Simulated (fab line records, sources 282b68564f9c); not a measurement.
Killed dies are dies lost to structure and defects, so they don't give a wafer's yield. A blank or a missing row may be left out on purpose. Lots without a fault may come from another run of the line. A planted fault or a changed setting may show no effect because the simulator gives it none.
One fault seen from 2 desks | flow rit_cmos | each desk has only its own numbers; what lay behind them comes last

THE METROLOGY DESK
What the gauges read, lot by lot, whatever tool the lot ran on: means of the sampled wafers that have a number. A lot is out of limits, marked OUT, if its mean lies more than 4 standard deviations from the usual mean; the brackets give that distance.
Columns: A = M1_AL_RS at RIT_M1_RS_MEAS_01, usual 0.0737 ohm/sq; B = M1_AL_THK at RIT_M1_THK_MEAS_02, usual 396 nm
lot  | first seen here | A      | B
L278 | day 3 17:11     | 0.0740 | 396
L279 | day 3 21:27     | 0.0742 | 395
L285 | day 5 06:25     | 0.0735 | 394
L286 | day 5 08:52     | 0.0757 | 383
L289 | day 5 22:32     | 0.0736 | 398
L290 | day 6 03:25     | 0.0737 | 395
L292 | day 6 14:28     | 0.0734 | 400
L293 | day 6 18:20     | 0.0735 | 399
L294 | day 6 23:11     | 0.0734 | 396
L295 | day 7 02:30     | 0.0750 | 384
L298 | day 7 18:06     | 0.0731 | 403
L299 | day 8 00:44     | 0.0731 | 398
L300 | day 8 05:08     | 0.0737 | 399
This desk's finding: nothing out of limits on any of the 13 lots.

THE TOOL OWNER'S DESK: pvd_sputter-02
The tool's own readings at RIT_M1_SPUTTER_00 (material Al, target thk 400 nm, time 500 s): means of the sampled wafers that have a number, for each lot that ran on this tool. A lot is out of limits, marked OUT, if its mean lies more than 4 standard deviations from the usual mean; the brackets give that distance.
Columns: A = throttle_valve_pct at RIT_M1_SPUTTER_00, usual 30.2 %
lot  | first seen here | A
L278 | day 3 16:54     | 30.3
L286 | day 5 08:34     | 30.4
This desk's finding: nothing out of limits on any of the 2 lots.

PUT TOGETHER
The metrology desk saw nothing out of limits.
The tool owner's desk saw nothing out of limits.

WHAT THE SIMULATOR HAD PUT IN
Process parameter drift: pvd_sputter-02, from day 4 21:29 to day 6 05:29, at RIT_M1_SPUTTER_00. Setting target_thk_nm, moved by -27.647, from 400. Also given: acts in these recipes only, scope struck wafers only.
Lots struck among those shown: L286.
